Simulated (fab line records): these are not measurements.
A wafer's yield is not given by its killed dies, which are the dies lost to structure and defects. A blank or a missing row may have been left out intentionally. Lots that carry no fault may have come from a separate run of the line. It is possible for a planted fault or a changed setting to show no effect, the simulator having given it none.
Which tool did it? || flow rit cmos || 21 wafers from 7 lots sampled at 2 of the route's 202 steps

## WHAT THE GAUGES SHOWED, per wafer
RIT_SILICIDE_RS_MEAS_02: a four-point-probe measurement.
{"lot": "L757", "measured": "day 3 08:47", "on": "film metro-03", "SILICIDE_TI_RS (ohm/sq)": "49.5 48.9 49.8"}
{"lot": "L761", "measured": "day 4 05:04", "on": "film metro-04", "SILICIDE_TI_RS (ohm/sq)": "49.5 49.3 48.7"}
{"lot": "L763", "measured": "day 4 14:56", "on": "film metro-03", "SILICIDE_TI_RS (ohm/sq)": "50.4 50.2 50.4"}
{"lot": "L769", "measured": "day 5 22:53", "on": "film metro-04", "SILICIDE_TI_RS (ohm/sq)": "49.9 50.6 50.0"}
{"lot": "L774", "measured": "day 7 02:29", "on": "film metro-02", "SILICIDE_TI_RS (ohm/sq)": "50.1 50.5 49.7"}
{"lot": "L776", "measured": "day 7 16:03", "on": "film metro-03", "SILICIDE_TI_RS (ohm/sq)": "50.6 49.1 49.9"}
{"lot": "L779", "measured": "day 8 13:51", "on": "film metro-03", "SILICIDE_TI_RS (ohm/sq)": "50.1 50.3 50.4"}

## WHAT TOOL EACH LOT RAN ON (gives the tool, then ch and the chambers of the sampled wafers, and finally the start)
{"lot": "L757", "RIT_SILICIDE_SPUTTER_01": "pvd sputter-02, day 3 08:37"}
{"lot": "L761", "RIT_SILICIDE_SPUTTER_01": "pvd sputter-04, day 4 04:55"}
{"lot": "L763", "RIT_SILICIDE_SPUTTER_01": "pvd sputter-04, day 4 14:46"}
{"lot": "L769", "RIT_SILICIDE_SPUTTER_01": "pvd sputter-04, day 5 22:43"}
{"lot": "L774", "RIT_SILICIDE_SPUTTER_01": "pvd sputter-02, day 7 02:19"}
{"lot": "L776", "RIT_SILICIDE_SPUTTER_01": "pvd sputter-02, day 7 15:52"}
{"lot": "L779", "RIT_SILICIDE_SPUTTER_01": "pvd sputter-04, day 8 13:42"}
- RIT_SILICIDE_SPUTTER_01: material Ti, target thk 30 nm, time 234.8 s.

## THE ANSWER, worked out from the rows above alone
Rule: the usual values come from the lots themselves. Put in order of their means at a reading, lots are off if they are a third of the lots or fewer, leave a main group of 4 or more, and stand apart from it by a gap of 3 or more times the standard deviation of the main group's means; of several such gaps the widest counts. A main group whose means are all the same, to the digits that the tables above print for the reading, isn't used. A lot without any number at a reading at which 4 lots or more have one is off too. All remaining lots with rows at the step are treated as sound.
No lot is off on any of the readings shown, so nothing can be concluded from this.

## WHAT THE SIMULATOR PUT IN
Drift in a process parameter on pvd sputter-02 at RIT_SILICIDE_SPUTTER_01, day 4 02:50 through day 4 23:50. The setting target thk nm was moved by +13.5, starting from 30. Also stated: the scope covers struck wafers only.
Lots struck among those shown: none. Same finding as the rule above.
